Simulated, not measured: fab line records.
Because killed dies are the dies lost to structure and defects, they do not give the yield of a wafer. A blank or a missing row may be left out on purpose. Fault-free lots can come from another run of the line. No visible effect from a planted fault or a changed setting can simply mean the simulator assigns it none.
What tool caused it? | flow rit-cmos | 14 lots with 42 wafers sampled at 6 steps, on a route of 202 steps

WHAT THE GAUGES SHOWED, per wafer
RIT_ACTIVE_THK_MEAS_04. Usual: ACTIVE_NITRIDE_THK typically reads 149.1 nm, with standard deviation 1.3.
lot  | measured    | on            | ACTIVE_NITRIDE_THK (nm) | flag
L119 | day 1 13:33 | film-metro-04 | 150.9 151.9 150.8       |
L120 | day 1 18:32 | film-metro-01 | 147.7 148.4 148.0       |
L121 | day 1 23:32 | film-metro-01 | 150.8 150.9 151.6       |
L122 | day 2 04:32 | film-metro-04 | 149.9 148.4 150.4       |
L123 | day 2 09:32 | film-metro-04 | 149.2 150.2 149.3       |
L124 | day 2 14:32 | film-metro-01 | 149.6 151.1 148.4       |
L126 | day 3 00:33 | film-metro-04 | 148.1 148.5 150.1       |
L133 | day 4 11:32 | film-metro-04 | 169.0 169.3 169.6       | OFF
L135 | day 4 22:16 | film-metro-04 | 170.1 170.6 170.0       | OFF
L137 | day 5 07:44 | film-metro-01 | 149.3 149.9 149.7       |
L138 | day 5 12:33 | film-metro-04 | 149.1 148.8 149.0       |
L140 | day 5 22:33 | film-metro-04 | 148.2 148.2 147.5       |
L141 | day 6 03:32 | film-metro-04 | 148.8 148.2 148.6       |
L142 | day 6 08:32 | film-metro-01 | 150.7 150.8 149.8       |

RIT_FOX1_THK_MEAS_01. Usual: FOX1_OXIDE_THK typically reads 347 nm, with standard deviation 6.9.
lot  | measured    | on            | FOX1_OXIDE_THK (nm) | flag
L119 | day 1 17:04 | film-metro-01 | 337 340 337         |
L120 | day 1 22:58 | film-metro-02 | 341 337 339         |
L121 | day 2 02:50 | film-metro-04 | 350 348 347         |
L122 | day 2 07:49 | film-metro-04 | 351 345 348         |
L123 | day 2 12:50 | film-metro-01 | 344 340 339         |
L124 | day 2 19:22 | film-metro-01 | 355 354 352         |
L126 | day 3 04:24 | film-metro-04 | 358 360 362         |
L133 | day 4 14:57 | film-metro-02 | 354 351 349         |
L135 | day 5 03:17 | film-metro-01 | 342 339 335         |
L137 | day 5 11:02 | film-metro-02 | 339 339 339         |
L138 | day 5 16:31 | film-metro-04 | 346 344 353         |
L140 | day 6 02:10 | film-metro-04 | 349 361 357         |
L141 | day 6 06:49 | film-metro-02 | 348 356 351         |
L142 | day 6 11:59 | film-metro-04 | 347 351 345         |

RIT_NRETRO_OVL_MEAS_06. Usual: NRETRO_OVL typically reads 0.7 nm, with standard deviation 1.7.
lot  | measured    | on         | NRETRO_OVL (nm) | flag
L119 | day 2 05:53 | overlay-01 | 0.0 1.6 1.1     |
L120 | day 2 11:05 | overlay-02 | 0.4 0.2 1.1     |
L121 | day 2 16:02 | overlay-02 | 0.4 -1.1 0.5    |
L122 | day 2 20:54 | overlay-01 | 0.8 0.8 0.0     |
L123 | day 3 01:06 | overlay-01 | -0.6 -0.8 -0.7  |
L124 | day 3 07:28 | overlay-01 | -1.2 -0.5 -1.2  |
L126 | day 3 16:43 | overlay-02 | 3.2 2.5 2.5     |
L133 | day 5 02:56 | overlay-02 | -1.8 -1.7 -1.2  |
L135 | day 5 15:15 | overlay-01 | -0.5 0.7 -0.1   |
L137 | day 5 23:06 | overlay-02 | 0.8 0.1 0.9     |
L138 | day 6 05:31 | overlay-01 | 0.2 0.8 0.1     |
L140 | day 6 15:05 | overlay-01 | -2.0 0.0 -0.9   |
L141 | day 6 18:50 | overlay-02 | 1.6 0.0 0.7     |
L142 | day 7 00:03 | overlay-01 | -0.2 0.0 0.7    |

RIT_FOX2_THK_MEAS_91. Usual: FIELD_OXIDE_LEFT_2_THK typically reads 252 nm, with standard deviation 7.
lot  | measured    | on            | FIELD_OXIDE_LEFT_2_THK (nm) | flag
L119 | day 2 08:44 | film-metro-03 | 263 258 263                 |
L120 | day 2 13:49 | film-metro-02 | 240 239 234                 |
L121 | day 2 19:10 | film-metro-02 | 248 245 247                 |
L122 | day 2 23:50 | film-metro-02 | 252 254 255                 |
L123 | day 3 03:53 | film-metro-02 | 244 242 256                 |
L124 | day 3 10:11 | film-metro-04 | 250 251 252                 |
L126 | day 3 19:37 | film-metro-03 | 260 260 254                 |
L133 | day 5 05:44 | film-metro-04 | 245 249 248                 |
L135 | day 5 17:54 | film-metro-03 | 248 250 253                 |
L137 | day 6 01:52 | film-metro-02 | 249 253 246                 |
L138 | day 6 08:25 | film-metro-02 | 255 255 258                 |
L140 | day 6 17:55 | film-metro-03 | 264 264 261                 |
L141 | day 6 21:36 | film-metro-03 | 249 252 246                 |
L142 | day 7 02:49 | film-metro-04 | 258 259 257                 |

WHICH TOOL RAN EACH LOT (tool, then ch and the chambers of the sampled wafers, then the start)
lot  | RIT_ACTIVE_CVD_03          | RIT_ACTIVE_ETCH_13
L119 | lpcvd-01 ch 1, day 1 12:07 | rie-diel-03 ch 1,3, day 1 14:53
L120 | lpcvd-02 ch 0, day 1 17:07 | rie-diel-03 ch 0,2,3, day 1 19:43
L121 | lpcvd-01 ch 0, day 1 22:07 | rie-diel-01 ch 0,1,2, day 2 00:43
L122 | lpcvd-02 ch 0, day 2 03:07 | rie-diel-04 ch 0,1,2, day 2 05:43
L123 | lpcvd-01 ch 1, day 2 08:07 | rie-diel-03 ch 1,2,3, day 2 10:43
L124 | lpcvd-02 ch 1, day 2 13:07 | rie-diel-01 ch 0,3, day 2 15:43
L126 | lpcvd-02 ch 1, day 2 23:07 | rie-diel-04 ch 0,1,2, day 3 01:50
L133 | lpcvd-02 ch 1, day 4 10:07 | rie-diel-03 ch 0,2,3, day 4 12:51
L135 | lpcvd-02 ch 1, day 4 20:07 | rie-diel-03 ch 2,3, day 4 23:32
L137 | lpcvd-01 ch 0, day 5 06:19 | rie-diel-01 ch 0,1,3, day 5 08:55
L138 | lpcvd-01 ch 1, day 5 11:07 | rie-diel-03 ch 0,1,2, day 5 13:43
L140 | lpcvd-01 ch 1, day 5 21:07 | rie-diel-03 ch 0,1,2, day 5 23:50
L141 | lpcvd-01 ch 1, day 6 02:07 | rie-diel-03 ch 0,3, day 6 04:43
L142 | lpcvd-01 ch 1, day 6 07:07 | rie-diel-01 ch 0,3, day 6 09:50
- RIT_ACTIVE_CVD_03: deposits Si3N4 from SiH2Cl2/NH3, target thk 150 nm, time 1500 s.
- RIT_ACTIVE_ETCH_13: etches Si3N4 in SF6, stops on SiO2, time 210 s, target depth 210 nm.

WHAT THE TOOLS THEMSELVES READ (means of the sampled wafers that have a number; where no wafer has one, the mark that the record gives instead)
RIT_ACTIVE_CVD_03. Usual: nh3-flow-sccm reads 150.1 sccm (standard deviation 0.36).
lot  | tool     | nh3-flow-sccm (sccm) | flag
L119 | lpcvd-01 | 150.1                |
L120 | lpcvd-02 | 150.4                |
L121 | lpcvd-01 | 150.0                |
L122 | lpcvd-02 | 150.0                |
L123 | lpcvd-01 | 150.0                |
L124 | lpcvd-02 | 150.4                |
L126 | lpcvd-02 | 150.2                |
L133 | lpcvd-02 | 179.7                | OFF
L135 | lpcvd-02 | 180.1                | OFF
L137 | lpcvd-01 | 150.2                |
L138 | lpcvd-01 | 149.8                |
L140 | lpcvd-01 | 150.1                |
L141 | lpcvd-01 | 150.2                |
L142 | lpcvd-01 | 150.1                |

RIT_ACTIVE_ETCH_13. Usual: chamber-pressure-mTorr 259.98 mTorr, standard deviation 0.23; drypump-motor-current-A 5.6 A, standard deviation 0.45; oes-product-au 0.819 a.u., standard deviation 0.012; throttle-valve-pct 7.55 %, standard deviation 0.12.
lot  | tool        | chamber-pressure-mTorr (mTorr) | drypump-motor-current-A (A) | oes-product-au (a.u.) | throttle-valve-pct (%) | flag
L119 | rie-diel-03 | 260.03                         | 5.4                         | 0.820                 | 7.55                   |
L120 | rie-diel-03 | 259.92                         | 5.4                         | 0.810                 | 7.51                   |
L121 | rie-diel-01 | 259.91                         | 5.7                         | 0.836                 | 7.66                   |
L122 | rie-diel-04 | 260.16                         | 5.7                         | 0.823                 | 7.59                   |
L123 | rie-diel-03 | 259.98                         | 5.1                         | 0.807                 | 7.50                   |
L124 | rie-diel-01 | 260.15                         | 5.8                         | 0.838                 | 7.58                   |
L126 | rie-diel-04 | 260.07                         | 5.7                         | 0.825                 | 7.59                   |
L133 | rie-diel-03 | 260.01                         | 5.4                         | 0.872                 | 7.52                   | OFF
L135 | rie-diel-03 | 260.07                         | 5.4                         | 0.873                 | 7.49                   | OFF
L137 | rie-diel-01 | 259.97                         | 5.8                         | 0.830                 | 7.59                   |
L138 | rie-diel-03 | 259.84                         | 5.1                         | 0.810                 | 7.52                   |
L140 | rie-diel-03 | 260.09                         | 5.1                         | 0.809                 | 7.52                   |
L141 | rie-diel-03 | 260.02                         | 5.7                         | 0.814                 | 7.57                   |
L142 | rie-diel-01 | 259.94                         | 6.0                         | 0.835                 | 7.45                   |

THE ANSWER, worked out from the rows above alone
Rule: lot off if the mean of its wafers having a number is beyond 3 standard deviations from the usual mean. A lot without any number at a reading at which 4 lots or more have one is off too. The other lots that the step has rows for count as sound. Order of review: gauges by route order, followed by the tools' own readings, for which a lot's mean as printed above is used. At the first step where some lot is off, the reading lying furthest off is the one used; lots without a number count as furthest.
Off: L133, L135, seen at RIT_ACTIVE_THK_MEAS_04 (ACTIVE_NITRIDE_THK).
A tool fits if, at a process step before that reading, it ran every lot that is off, and no sound lot after the first of them. The gauges at RIT_ACTIVE_THK_MEAS_04 aren't tried: what is off there is off at RIT_ACTIVE_CVD_03 too, on other tools, and a gauge's error can't cause that. One fits: lpcvd-02 at RIT_ACTIVE_CVD_03. A fault onset in the window from L126 (day 2 23:07, its last sound lot) to L133 (day 4 10:07, its first lot off) fits.
On the lots that are off, the tool's own readings at RIT_ACTIVE_CVD_03 differ by more than 5 times the standard deviation of the sound lots' means, which bears it out; nh3-flow-sccm reads 179.9 sccm there versus 150.1 sccm on the sound lots.

WHAT WAS PUT IN BY THE SIMULATOR
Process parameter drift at RIT_ACTIVE_CVD_03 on lpcvd-02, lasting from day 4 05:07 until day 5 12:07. The setting nh3-flow-sccm was moved by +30, starting from 150. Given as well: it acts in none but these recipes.
Struck lots among those shown: L133, L135. Same finding as the rule above.
